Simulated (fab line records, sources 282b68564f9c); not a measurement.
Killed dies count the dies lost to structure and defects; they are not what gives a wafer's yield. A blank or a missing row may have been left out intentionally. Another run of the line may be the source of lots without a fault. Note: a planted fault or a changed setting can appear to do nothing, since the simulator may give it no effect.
Struck lot and sound lot, side by side + flow rit_cmos + 15 out of 202 route steps
Sound: these wafers, L718.2, L718.5, L718.6. The struck wafers were L727.1, L727.3, L727.6. The cause comes at the end.
For every step that has rows: the tool of each side, followed by ch and its chambers, followed by its first start. Under that, the readings that differ: sound wafers + struck wafers + difference of the means + sigmas: that difference in standard deviations of wafers without a fault.
alike: same words and numbers on both sides, and readings whose means sit less than 2 such deviations apart. not compared: any withheld reading, any reading some wafer has no value for, any bound like >300 that may hide the same value, and any number with overlapping values for which the record gives no deviation.
Wherever a step has rows on one side only, a row that says differs or no value, or a row with sigmas, the two part there. Numbers that don't overlap but have no deviation are shown without sigmas and don't part them. Lack of a reading on every wafer of one side parts them only where that side has two or more wafers.

RIT_PWELL_TW_MEAS_10:
  sound on film_metro-02, day 3 15:05; struck on film_metro-03, day 5 17:24
| reading  | sound       | struck      | difference | sigmas |
|----------|-------------|-------------|------------|--------|
| PWELL_TW | 951 953 947 | 971 970 970 | +20        | +3     |
then, 1 step without rows for these wafers: RIT_WELLDRIVE_ANNEAL_00 (time 14700 s).
RIT_WELLDRIVE_RS_MEAS_01: the measuring method here is four-point-probe.
  sound on film_metro-02, day 3 20:14; struck on film_metro-02, day 6 01:05
  alike: NWELL_RS
RIT_WELLDRIVE_RS_MEAS_02: the measuring method here is four-point-probe.
  sound on film_metro-02, day 3 20:21; struck on film_metro-02, day 6 01:13
| reading           | sound             | struck            | difference | sigmas |
|-------------------|-------------------|-------------------|------------|--------|
| PWELL_RS (ohm/sq) | 431.9 430.2 431.1 | 428.0 427.8 428.2 | -3.1       | -2     |
then, 6 steps without rows for these wafers: RIT_NRETRO_HMDS_00 (prime time 60 s); RIT_NRETRO_COAT_01 (resist thk 1300 nm); RIT_NRETRO_SOFTBAKE_02 (time 60 s); RIT_NRETRO_EXPOSE_03 (exposes mask M4, target cd 43900 nm); RIT_NRETRO_PEB_04; RIT_NRETRO_DEVELOP_05 (develop time 68 s).
RIT_NRETRO_OVL_MEAS_06:
  sound on overlay-01, day 3 21:25; struck on overlay-01, day 6 02:20
  alike: NRETRO_OVL
then, 1 step without rows for these wafers: RIT_NRETRO_HARDBAKE_07 (time 120 s).
RIT_NRETRO_IMPLANT_08:
  sound on implanter-03 ch 0, day 3 21:43; struck on implanter-03 ch 0, day 6 02:37
| reading                   | sound                | struck               | difference | sigmas |
|---------------------------|----------------------|----------------------|------------|--------|
| beam_energy_keV           | 70.014 69.977 70.040 | 70.918 70.934 70.920 | +0.914     | +37    |
| model.implant.drp_nm (nm) | 33.94 33.94 33.94    | 34.32 34.32 34.32    | +0.38      |        |
RIT_NRETRO_STRIP_09: strips in O2, time 180 s.
  sound on plasma_asher-01 ch 0,1, day 3 21:51; struck on plasma_asher-03 ch 0,1, day 6 02:46
| reading             | sound       | struck      | difference | sigmas |
|---------------------|-------------|-------------|------------|--------|
| rf_refl_power_W (W) | 7.6 7.8 7.2 | 5.8 5.0 4.8 | -2.3       | -2     |
  alike: drypump_motor_current_A, o2_flow_sccm
  not compared: rf_hours_counter_h
RIT_M1_PROBE_99:
  the record holds rows for the sound wafers here (prober-01, day 5 03:40) but none for the struck ones

== WHERE THEY PART ==
Last at RIT_M1_PROBE_99 as far as this record goes, first at RIT_PWELL_TW_MEAS_10.

WHY: what the simulator had put in
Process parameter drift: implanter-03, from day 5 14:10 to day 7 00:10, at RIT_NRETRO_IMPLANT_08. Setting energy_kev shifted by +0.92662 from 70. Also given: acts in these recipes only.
